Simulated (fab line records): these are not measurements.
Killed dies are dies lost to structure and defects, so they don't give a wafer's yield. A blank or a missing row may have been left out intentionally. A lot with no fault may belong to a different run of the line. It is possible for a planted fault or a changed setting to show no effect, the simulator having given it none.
One fault through the eyes of 2 desks / flow berkeley_cmos170 / each desk holds nothing but its own numbers, with what lay behind them at the end

## AT THE TOOL OWNER'S DESK: rie_diel-01
The tool's own readings at UCB170_NWELL_ETCH_13 (etches Si3N4 in CH3F/Ar/O2, stops on SiO2, target depth 246.4 nm, time 154 s): means of the sampled wafers that have a number, for each lot that ran on this tool. A lot is out of limits, marked OUT, if its mean lies more than 4 standard deviations from the usual mean; the brackets give that distance.
Columns: A = drypump_motor_current_A at UCB170_NWELL_ETCH_13, usual 5.8 A; B = oes_product_au at UCB170_NWELL_ETCH_13, usual 0.947 a.u.; C = throttle_valve_pct at UCB170_NWELL_ETCH_13, usual 8.08 %
lot=L554; first seen here=day 4 04:07; A=6.0; B=0.955; C=8.00
lot=L565; first seen here=day 6 08:56; A=6.1; B=0.936; C=8.03
Finding of this desk: none of the 2 lots has anything out of limits.

## FROM THE METROLOGY DESK
Lot by lot, what the gauges showed, no matter which tool ran the lot: averages of those sampled wafers that carry a number. A lot is out of limits, marked OUT, if its mean lies more than 4 standard deviations from the usual mean; the brackets give that distance.
Columns: A = NWELL_OXIDE_THK at UCB170_NWELL_THK_MEAS_02, usual 26.6 nm; B = NWELL_NITRIDE_THK at UCB170_NWELL_THK_MEAS_05, usual 224.6 nm; C = NWELL_OVL at UCB170_NWELL_OVL_MEAS_12, usual 2 nm
lot=L547; first seen here=day 2 05:17; A=26.6; B=227.0; C=6
lot=L554; first seen here=day 3 19:58; A=26.6; B=227.0; C=-4
lot=L563; first seen here=day 5 15:01; A=26.8; B=223.2; C=9
lot=L564; first seen here=day 6 01:17; A=26.2; B=223.9; C=5
lot=L565; first seen here=day 6 01:17; A=25.9; B=224.3; C=6
Finding of this desk: none of the 5 lots has anything out of limits.

## ALL TOGETHER
Nothing out of limits was seen by the tool owner's desk.
Nothing out of limits was seen by the metrology desk.

## WHAT THE SIMULATOR HAD PUT IN
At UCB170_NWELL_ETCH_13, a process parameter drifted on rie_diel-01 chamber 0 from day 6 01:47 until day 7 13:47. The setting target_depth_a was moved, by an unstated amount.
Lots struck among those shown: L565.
